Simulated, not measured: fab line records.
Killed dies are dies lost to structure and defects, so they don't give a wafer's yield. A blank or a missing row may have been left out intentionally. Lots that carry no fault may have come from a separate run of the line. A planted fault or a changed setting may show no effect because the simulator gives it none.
A lot that was struck, set against a sound lot :: flow berkeleyCmos170 :: 15 steps out of a route of 331
Sound: these wafers, L264.1, L264.5, L264.6. Wafers L272.1, L272.4, L272.5 were the ones struck. The cause is given at the end.
Per side, at each step with rows, come the tool, then ch with its chambers, and then its first start. Under that, the readings that differ: sound wafers :: struck wafers :: difference of the means :: sigmas: that difference in standard deviations of wafers without a fault.
alike: a reading whose means differ by less than 2 such deviations, as well as words and numbers matching on both sides. not compared: withheld readings; readings where some wafer has no value; bounds like >300 that might hide an equal value; numbers whose values overlap and for which the record gives no deviation.
A row with sigmas, a row that says differs or no value, or rows on one side alone: a step with any of these is where the two part. When numbers do not overlap yet have no deviation, they are printed without sigmas and do not part them. Lack of a reading on every wafer of one side parts them only where that side has two or more wafers.

first, 3 steps without rows for these wafers: UCB170_V1_EXPOSE_09 (exposes mask VIA1, target cd 700 nm); UCB170_V1_PEB_10; UCB170_V1_DEVELOP_11 (develop time 45 s).
UCB170_V1_CD_MEAS_12: the cd target is 700 nm.
  sound on cdSem-01 at day 8 21:49; struck on cdSem-01 at day 10 20:44
  alike: cdNm
UCB170_V1_OVL_MEAS_13:
  sound on overlay-02 at day 8 21:56; struck on overlay-01 at day 10 20:51
  alike: V1_OVL
UCB170_V1_ETCH_14: etches SiO2 in CHF3/CF4/Ar, stops on Al, target depth 1250 nm, time 279.2 s.
  sound on rieDiel-03 ch 0,2,3, day 8 21:59; struck on rieDiel-01 ch 0,1,2, day 10 20:53
  alike: drypumpMotorCurrentA, mfcArSccm, oesProductAu, rfFwdPowerW, throttleValvePct
  not compared: rfHoursCounterH
UCB170_V1_STRIP_15: strips in O2.
  sound on plasmaAsher-01 ch 0,1, day 8 22:09; struck on plasmaAsher-01 ch 1, day 10 21:04
  alike: drypumpMotorCurrentA, oesProductAu, stripTimeToEndpointS
  not compared: rfHoursCounterH
UCB170_V1_CD_MEAS_90: the cd target is 700 nm.
  sound on cdSem-01 at day 8 22:15; struck on cdSem-02 at day 10 21:10
  alike: cdNm
then, 1 step without rows for these wafers: UCB170_M2_PRE_CLEAN_00 (preclean etch time 60 s).
UCB170_M2_SPUTTER_01: material Al, target thk 900 nm, time 120 s.
  sound on pvdSputter-01 at day 8 22:26; struck on pvdSputter-02 at day 10 21:21
  alike: throttleValvePct
UCB170_M2_RS_MEAS_02: a four-point-probe measurement.
  sound on filmMetro-03 at day 8 22:31; struck on filmMetro-03 at day 10 21:26
  alike: M2_AL_RS
UCB170_M2_THK_MEAS_03: measures by xrf.
  sound on filmMetro-03 at day 8 22:38; struck on filmMetro-03 at day 10 21:34
  alike: M2_AL_THK
UCB170_M2_HMDS_04: prime time 60 s.
  sound on lithoTrack-03 ch 0, day 8 23:06; struck on lithoTrack-03 ch 0, day 10 21:37
reading: primeTempC (C)
sound: 100.01 99.90 99.93
struck: 93.68 93.44 93.53
difference: -6.40
sigmas: -53
then, 1 step without rows for these wafers: UCB170_M2_COAT_05 (resist thk 900 nm).
UCB170_M3_PROBE_99:
  the record has rows for the struck wafers here (prober-02, day 11 08:11) and none for the sound ones

== WHERE THEY PART ==
At UCB170_M2_HMDS_04 first; at UCB170_M3_PROBE_99 last (within this record only).

WHY: what the simulator had put in
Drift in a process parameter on lithoTrack-03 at UCB170_M2_HMDS_04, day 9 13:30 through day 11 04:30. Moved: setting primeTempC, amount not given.
